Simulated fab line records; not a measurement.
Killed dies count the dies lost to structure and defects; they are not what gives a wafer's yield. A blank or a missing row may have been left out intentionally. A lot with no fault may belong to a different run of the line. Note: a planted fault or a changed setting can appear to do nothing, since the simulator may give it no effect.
Check of tool commonality -- flow rit_cmos -- Lots sampled 12, wafers sampled 42

WHY THIS WAS OPENED
At RIT_NSD_TW_MEAS_10 the reading NSD_TW is flagged on 2 of 12 lots. Fault-free wafers read 3100, with a standard deviation of 19.
Rule: a lot is flagged when every wafer of it that has a number lies more than 4 standard deviations from that mean, or none has a number. As for the other lots, they are considered sound.

lot,measured,on,"NSD_TW, wafer by wafer",flag
L571,day 3 06:55,film_metro-04,3070 3068 3065,
L572,day 3 18:40,film_metro-04,3073 3073 3060,
L573,day 3 18:54,film_metro-03,3090 3102 3100,
L575,day 4 09:05,film_metro-03,3115 3097 3108,
L576,day 4 13:51,film_metro-03,3108 3112 3098,
L581,day 5 13:23,film_metro-01,3329 3313 3318 3309 3332 3331,FLAGGED
L583,day 5 21:28,film_metro-01,3104 3102 3106,
L585,day 6 03:19,film_metro-04,3098 3099 3097,
L584,day 6 03:30,film_metro-04,3332 3335 3323 3302 3315 3325,FLAGGED
L586,day 6 11:25,film_metro-04,3097 3108 3101,
L592,day 7 18:10,film_metro-03,3094 3098 3107,
L593,day 8 03:21,film_metro-01,3147 3148 3124,
On average the flagged lots' numbers are 3322, which is +222 against the usual, or +12 standard deviations.

LOT BY LOT: THE TOOL USED
The record keeps 1 process step preceding the reading, out of 202 steps on the route. Each cell gives the tool, then ch followed by the chambers the sampled wafers passed through, then the start.
lot,flag,RIT_NSD_IMPLANT_08
L571,,"implanter-02 ch 0, day 3 06:35"
L572,,"implanter-03 ch 0, day 3 18:23"
L573,,"implanter-01 ch 0, day 3 18:36"
L575,,"implanter-01 ch 0, day 4 08:47"
L576,,"implanter-03 ch 0, day 4 13:32"
L581,FLAGGED,"implanter-01 ch 0, day 5 13:06"
L583,,"implanter-03 ch 0, day 5 21:08"
L585,,"implanter-02 ch 0, day 6 02:59"
L584,FLAGGED,"implanter-01 ch 0, day 6 03:11"
L586,,"implanter-02 ch 0, day 6 11:08"
L592,,"implanter-03 ch 0, day 7 17:52"
L593,,"implanter-03 ch 0, day 8 03:01"
What is done by these steps:
- RIT_NSD_IMPLANT_08
- RIT_NSD_TW_MEAS_10

FLAGGED AGAINST TOTAL, ONE TOOL AT A TIME (gauges that did the reading follow at the end)
step,tool,lots run,flagged,share of the flagged lots,sound lots run after its first flagged lot
RIT_NSD_IMPLANT_08,implanter-01,4,2,all,0
RIT_NSD_IMPLANT_08,implanter-02,3,0,none,-
RIT_NSD_IMPLANT_08,implanter-03,5,0,none,-
RIT_NSD_TW_MEAS_10,film_metro-01,3,1,some,"2 (L583,L593)"
RIT_NSD_TW_MEAS_10,film_metro-03,4,0,none,-
RIT_NSD_TW_MEAS_10,film_metro-04,5,1,some,1 (L586)

WHAT THE TABLE PERMITS
1 row of the table ran every flagged lot: implanter-01 at RIT_NSD_IMPLANT_08.
- implanter-01 at RIT_NSD_IMPLANT_08 ran 4 lots, 2 of them flagged. A fault beginning between L575 (day 4 08:47), its last sound lot, and L581 (day 5 13:06), its first flagged one, fits the data. Its own readings (beam_on_s, faraday_current_uA) fall more than 4 standard deviations out on all wafers of the flagged lots.
Left over: one tool, implanter-01 at RIT_NSD_IMPLANT_08.

WHAT THE SIMULATOR PUT IN
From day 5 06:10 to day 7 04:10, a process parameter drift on implanter-01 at RIT_NSD_IMPLANT_08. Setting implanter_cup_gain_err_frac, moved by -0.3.
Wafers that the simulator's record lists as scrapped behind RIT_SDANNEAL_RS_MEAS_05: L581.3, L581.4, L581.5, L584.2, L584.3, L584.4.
Lots struck among those shown: L581, L584. The rule above reached the same finding.
